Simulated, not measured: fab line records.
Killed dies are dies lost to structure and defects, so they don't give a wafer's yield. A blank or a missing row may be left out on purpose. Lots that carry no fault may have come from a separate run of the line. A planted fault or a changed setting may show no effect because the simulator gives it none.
Struck lot and sound lot, side by side :: flow rit cmos :: 15 steps out of a route of 202
Sound: these wafers, L559.1, L559.4, L559.5. Struck: wafers L572.1, L572.6 (left out: L572.3, a lot-mate that was not struck); the cause follows at the end.
Each step with rows lists, per side, the tool, then ch with its chambers, then its first start. Under that, the readings that differ: sound wafers :: struck wafers :: difference of the means :: sigmas: that difference in standard deviations of wafers without a fault.
alike: a reading whose means differ by less than 2 such deviations, as well as words and numbers matching on both sides. not compared: withheld readings; readings where some wafer has no value; bounds like >300 that might hide an equal value; numbers whose values overlap and for which the record gives no deviation.
The two part at a step that has a row with sigmas, a row that says differs or no value, or rows on one side only. Non-overlapping numbers with no deviation appear without sigmas and do not part them. A reading that every wafer of one side lacks parts them only if that side has two wafers or more.

RIT_M1_SPUTTER_00: material Al, target thk 400 nm, time 500 s.
  sound: pvd sputter-01 at day 4 02:43; struck: pvd sputter-02 at day 6 15:44
  alike: throttle valve pct
RIT_M1_RS_MEAS_01: uses a four-point probe to measure.
  sound: film metro-01 at day 4 03:01; struck: film metro-02 at day 6 16:02
  alike: M1_AL_RS
RIT_M1_THK_MEAS_02: measures by xrf.
  sound: film metro-01 at day 4 03:08; struck: film metro-02 at day 6 16:09
  alike: M1_AL_THK
then, 6 steps without rows for these wafers: RIT_M1_HMDS_03 (prime time 60 s); RIT_M1_COAT_04 (resist thk 1300 nm); RIT_M1_SOFTBAKE_05 (time 60 s); RIT_M1_EXPOSE_06 (exposes mask M12, target cd 2600 nm); RIT_M1_PEB_07; RIT_M1_DEVELOP_08 (develop time 68 s).
RIT_M1_CD_MEAS_09: target cd 2600 nm.
  sound: cd sem-02 at day 4 04:05; struck: cd sem-02 at day 6 17:05
  alike: cd nm
RIT_M1_OVL_MEAS_10:
  sound: overlay-02 at day 4 04:12; struck: overlay-01 at day 6 17:13
  alike: M1_OVL
then, 1 step without rows for these wafers: RIT_M1_HARDBAKE_11 (time 120 s).
RIT_M1_METAL_ETCH_12: etches Al in Cl2/BCl3, stops on SiO2, time 165 s, target depth 600 nm.
  sound on rie metal-04 ch 0,1, day 4 04:29; struck on rie metal-04 ch 1, day 6 17:30
reading: oes product au (a.u.)
sound: 0.768 0.811 0.795
struck: 0.768 0.760
difference: -0.027
sigmas: -2

reading: model.NOVOLAK_of_M1_COAT_04.thk nm (nm)
sound: 816 800.9 799.3
struck: 715.2 710.4
difference: -92.6
sigmas: 
  alike: drypump motor current A, throttle valve pct
  not compared: rf hours counter h, model.SiO2_of_CONTACT_CVD_00.thk nm, model.M1.feature depth nm
then, 1 step without rows for these wafers: RIT_M1_STRIP_13 (strips in nmp, time 600 s).
RIT_M1_PROBE_99:
  sound: prober-02 at day 4 06:55; struck: prober-02 at day 6 19:45
reading: model.etest.antenna m1.vt shift v (V)
sound: -0.01115 -0.01208 -0.01283
struck: -0.0159 -0.025
difference: -0.0084
sigmas: 
  alike: defect limited yield, killed at contacts, killed at front end, killed dies, killed open, killed short, sort_bin_3_pad_short, sort_bin_5_function, sort_bin_6_memory, sort n pass, sort yield pct

## WHERE THEY PART
Only at RIT_M1_METAL_ETCH_12, within this record. Later steps at which nothing parts them and some readings are alike: RIT_M1_PROBE_99.

WHY: what the simulator had put in
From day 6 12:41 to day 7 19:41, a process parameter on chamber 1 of rie metal-04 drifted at RIT_M1_METAL_ETCH_12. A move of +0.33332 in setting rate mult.
